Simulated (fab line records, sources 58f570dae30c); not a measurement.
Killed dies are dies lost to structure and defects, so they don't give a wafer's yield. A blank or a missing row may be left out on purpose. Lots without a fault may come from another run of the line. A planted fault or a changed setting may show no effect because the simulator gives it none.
A struck lot beside a sound one | flow berkeley_cmos170 | 13 steps out of a route of 331
Sound: wafers L706.1, L706.3, L706.4. Struck: wafers L725.1, L725.4, L725.6. The cause comes at the end.
At each step with rows: each side's tool, then ch and its chambers, then its first start. Under that, the readings that differ: sound wafers | struck wafers | difference of the means | sigmas: that difference in standard deviations of wafers without a fault.
alike: readings whose means differ by less than 2 such deviations, and words and numbers that are the same on both sides. not compared: withheld readings, readings that some wafer has no value for, bounds like >300 that may hide the same value, and numbers for which the record gives no deviation and whose values overlap.
The two part at a step that has a row with sigmas, a row that says differs or no value, or rows on one side only. Numbers that don't overlap but have no deviation are shown without sigmas and don't part them. A reading that every wafer of one side lacks parts them only if that side has two wafers or more.

UCB170_FIELD_THK_MEAS_02:
  sound on film_metro-01, day 5 18:34; struck on film_metro-02, day 9 21:17
  alike: FIELD_OXIDE_THK
then, 4 steps without rows for these wafers: UCB170_FIELD_ANNEAL_03 (time 1200 s); UCB170_FIELD_WET_ETCH_04 (etches SiO2 in dHF, time 60 s); UCB170_FIELD_WET_ETCH_05 (etches Si3N4 in H3PO4, time 12600 s); UCB170_FIELD_WET_ETCH_06 (etches SiO2 in BOE, time 22 s).
UCB170_FIELD_THK_MEAS_90:
  sound on film_metro-01, day 6 03:37; struck on film_metro-02, day 10 06:05
  alike: FIELD_OXIDE_LEFT_1_THK
then, 2 steps without rows for these wafers: UCB170_SACOX_CLEAN_00 (cleans in dHF, time 7.5 s); UCB170_SACOX_OXIDATION_01 (target thk 14.4 nm, ox time 2400 s).
UCB170_SACOX_THK_MEAS_02:
  sound on film_metro-01, day 6 06:50; struck on film_metro-02, day 10 12:11
  reading              | sound             | struck            | difference | sigmas
  SACOX_OXIDE_THK (nm) | 14.66 14.88 14.88 | 14.21 14.28 14.43 | -0.50      | -2
then, 2 steps without rows for these wafers: UCB170_SCREENOX_WET_ETCH_00 (etches SiO2 in dHF, time 200 s); UCB170_SCREENOX_OXIDATION_01 (target thk 14.4 nm, ox time 2400 s).
UCB170_SCREENOX_THK_MEAS_02:
  sound on film_metro-01, day 6 12:26; struck on film_metro-03, day 10 20:56
  alike: SCREENOX_OXIDE_THK
UCB170_SCREENOX_ANNEAL_03: time 900 s.
  sound on furnace-04 ch 0, day 6 19:08; struck on furnace-02, day 11 02:20
  no value came back on the struck wafers for spike_tc_centre_C (C), spike_tc_load_C (C); on the sound wafers spike_tc_centre_C (C) reads 901.7 900.7 901.8

WHERE THEY PART
First at UCB170_SACOX_THK_MEAS_02; last, within this record, at UCB170_SCREENOX_ANNEAL_03.

WHY: what the simulator had put in
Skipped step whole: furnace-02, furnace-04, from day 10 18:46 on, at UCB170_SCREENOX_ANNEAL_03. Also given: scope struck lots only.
